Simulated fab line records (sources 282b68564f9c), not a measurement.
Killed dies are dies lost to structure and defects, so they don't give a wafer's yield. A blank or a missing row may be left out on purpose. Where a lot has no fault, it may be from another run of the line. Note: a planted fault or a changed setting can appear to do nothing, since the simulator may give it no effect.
Split-lot trial :: flow rit-cmos :: 23 wafers read from 5 lots, route of 202 steps

== ON THE SPLIT ==
At RIT_NRETRO_SOFTBAKE_02 (time 60 s), the setting temp-c was moved away from the recipe's 90 C on 7 of the 23 wafers read, by -2.0% to +3.6%. For the rest of the wafers, this setting stayed at what the recipe calls for.

== FROM THE SPLIT TO THE READING: what the file shows between them, 2 steps ==
- RIT_NRETRO_EXPOSE_03: exposes mask M4, target cd 43900 nm
- RIT_NRETRO_PEB_04

== THE READING ==
NOVOLAK_of_NRETRO_COAT_01.thk-nm (the simulator's own value, which no gauge read), in nm, at RIT_NRETRO_DEVELOP_05 (develop time 68 s). No usual value for it is given in the file. The 16 wafers here that ran the recipe average 1297 nm, standard deviation 2.7 nm.

wafer: L075.2
tool, chamber at the split: litho-track-01, 0
temp-c as run, C: 90
against the recipe: recipe
NOVOLAK_of_NRETRO_COAT_01.thk-nm, nm: 1294
against lot-mates on the recipe: -

wafer: L075.3
tool, chamber at the split: litho-track-01, 0
temp-c as run, C: 90
against the recipe: recipe
NOVOLAK_of_NRETRO_COAT_01.thk-nm, nm: 1295
against lot-mates on the recipe: -

wafer: L075.4
tool, chamber at the split: litho-track-01, 0
temp-c as run, C: 90
against the recipe: recipe
NOVOLAK_of_NRETRO_COAT_01.thk-nm, nm: 1298
against lot-mates on the recipe: -

wafer: L075.5
tool, chamber at the split: litho-track-01, 0
temp-c as run, C: 90
against the recipe: recipe
NOVOLAK_of_NRETRO_COAT_01.thk-nm, nm: 1298
against lot-mates on the recipe: -

wafer: L075.6
tool, chamber at the split: litho-track-01, 0
temp-c as run, C: 90
against the recipe: recipe
NOVOLAK_of_NRETRO_COAT_01.thk-nm, nm: 1297
against lot-mates on the recipe: -

wafer: L077.1
tool, chamber at the split: litho-track-02, 0
temp-c as run, C: 90
against the recipe: recipe
NOVOLAK_of_NRETRO_COAT_01.thk-nm, nm: 1303
against lot-mates on the recipe: -

wafer: L077.2
tool, chamber at the split: litho-track-02, 0
temp-c as run, C: 90
against the recipe: recipe
NOVOLAK_of_NRETRO_COAT_01.thk-nm, nm: 1298
against lot-mates on the recipe: -

wafer: L077.4
tool, chamber at the split: litho-track-02, 0
temp-c as run, C: 90
against the recipe: recipe
NOVOLAK_of_NRETRO_COAT_01.thk-nm, nm: 1299
against lot-mates on the recipe: -

wafer: L077.5
tool, chamber at the split: litho-track-02, 0
temp-c as run, C: 91.83
against the recipe: +2.0%
NOVOLAK_of_NRETRO_COAT_01.thk-nm, nm: 1291
against lot-mates on the recipe: -9

wafer: L077.6
tool, chamber at the split: litho-track-02, 0
temp-c as run, C: 91.83
against the recipe: +2.0%
NOVOLAK_of_NRETRO_COAT_01.thk-nm, nm: 1292
against lot-mates on the recipe: -8

wafer: L079.1
tool, chamber at the split: litho-track-01, 0
temp-c as run, C: 93.2
against the recipe: +3.6%
NOVOLAK_of_NRETRO_COAT_01.thk-nm, nm: 1284
against lot-mates on the recipe: -10

wafer: L079.2
tool, chamber at the split: litho-track-01, 0
temp-c as run, C: 90
against the recipe: recipe
NOVOLAK_of_NRETRO_COAT_01.thk-nm, nm: 1295
against lot-mates on the recipe: -

wafer: L079.3
tool, chamber at the split: litho-track-01, 0
temp-c as run, C: 90
against the recipe: recipe
NOVOLAK_of_NRETRO_COAT_01.thk-nm, nm: 1294
against lot-mates on the recipe: -

wafer: L079.4
tool, chamber at the split: litho-track-01, 0
temp-c as run, C: 90
against the recipe: recipe
NOVOLAK_of_NRETRO_COAT_01.thk-nm, nm: 1292
against lot-mates on the recipe: -

wafer: L079.5
tool, chamber at the split: litho-track-01, 0
temp-c as run, C: 93.2
against the recipe: +3.6%
NOVOLAK_of_NRETRO_COAT_01.thk-nm, nm: 1280
against lot-mates on the recipe: -14

wafer: L083.1
tool, chamber at the split: litho-track-02, 0
temp-c as run, C: 90
against the recipe: recipe
NOVOLAK_of_NRETRO_COAT_01.thk-nm, nm: 1298
against lot-mates on the recipe: -

wafer: L083.3
tool, chamber at the split: litho-track-02, 0
temp-c as run, C: 90
against the recipe: recipe
NOVOLAK_of_NRETRO_COAT_01.thk-nm, nm: 1299
against lot-mates on the recipe: -

wafer: L083.5
tool, chamber at the split: litho-track-02, 0
temp-c as run, C: 90
against the recipe: recipe
NOVOLAK_of_NRETRO_COAT_01.thk-nm, nm: 1301
against lot-mates on the recipe: -

wafer: L085.1
tool, chamber at the split: litho-track-02, 0
temp-c as run, C: 90
against the recipe: recipe
NOVOLAK_of_NRETRO_COAT_01.thk-nm, nm: 1298
against lot-mates on the recipe: -

wafer: L085.2
tool, chamber at the split: litho-track-02, 0
temp-c as run, C: 88.18
against the recipe: -2.0%
NOVOLAK_of_NRETRO_COAT_01.thk-nm, nm: 1303
against lot-mates on the recipe: +6

wafer: L085.3
tool, chamber at the split: litho-track-02, 0
temp-c as run, C: 88.18
against the recipe: -2.0%
NOVOLAK_of_NRETRO_COAT_01.thk-nm, nm: 1301
against lot-mates on the recipe: +4

wafer: L085.4
tool, chamber at the split: litho-track-02, 0
temp-c as run, C: 88.18
against the recipe: -2.0%
NOVOLAK_of_NRETRO_COAT_01.thk-nm, nm: 1305
against lot-mates on the recipe: +8

wafer: L085.6
tool, chamber at the split: litho-track-02, 0
temp-c as run, C: 90
against the recipe: recipe
NOVOLAK_of_NRETRO_COAT_01.thk-nm, nm: 1296
against lot-mates on the recipe: -

FIT RESULTS
A straight line over all 23 wafers: NOVOLAK_of_NRETRO_COAT_01.thk-nm changes by -3.6 nm for each +1% of temp-c; r = -0.89; the points scatter about the line by 2.7 nm.
The same after taking each lot's own level away (the mean of its wafers on the recipe; 23 wafers): -3.33 nm for each +1%; r = -0.94; scatter 1.7 nm.
On that fit, the largest move of temp-c shifts the reading by 12 nm.
From 1293.7 to 1300.0 nm: that is the span of the lots' own levels, equal to 2.3 times the standard deviation above.
The two slopes agree, so the slope changes little with the lot-to-lot level.
Check: with one of the wafers moved furthest among these (+3.6%) left out of the fit, the line predicts -13.1 nm for it against its lot-mates. It came out at -9.67 nm against them.

== OTHER SPLITS APPLIED TO THESE WAFERS ==
These wafers also went through other splits before the reading. Each is held against what the fit with the lots' levels taken away leaves over:
other split on the same wafers: RIT_ACTIVE_CVD_03 pressure-mtorr
wafers away from the commonest value: 15
r with NOVOLAK_of_NRETRO_COAT_01.thk-nm (lot level and that fit taken away): +0.11

other split on the same wafers: RIT_ACTIVE_COAT_06 resist-thk-nm
wafers away from the commonest value: 9
r with NOVOLAK_of_NRETRO_COAT_01.thk-nm (lot level and that fit taken away): +0.01

other split on the same wafers: RIT_ACTIVE_ETCH_13 pressure-mtorr
wafers away from the commonest value: 18
r with NOVOLAK_of_NRETRO_COAT_01.thk-nm (lot level and that fit taken away): +0.03

other split on the same wafers: RIT_FOX2_OXIDATION_00 temp-c
wafers away from the commonest value: 18
r with NOVOLAK_of_NRETRO_COAT_01.thk-nm (lot level and that fit taken away): +0.04

other split on the same wafers: RIT_NWELL_COAT_01 spin-rpm
wafers away from the commonest value: 5
r with NOVOLAK_of_NRETRO_COAT_01.thk-nm (lot level and that fit taken away): -0.13

other split on the same wafers: RIT_NWELL_IMPLANT_08 dose-cm2
wafers away from the commonest value: 8
r with NOVOLAK_of_NRETRO_COAT_01.thk-nm (lot level and that fit taken away): +0.08

== FILE'S OWN FIT ==
NOVOLAK_of_NRETRO_COAT_01.thk-nm changes by -3.32 nm for each +1% of temp-c, r = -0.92.
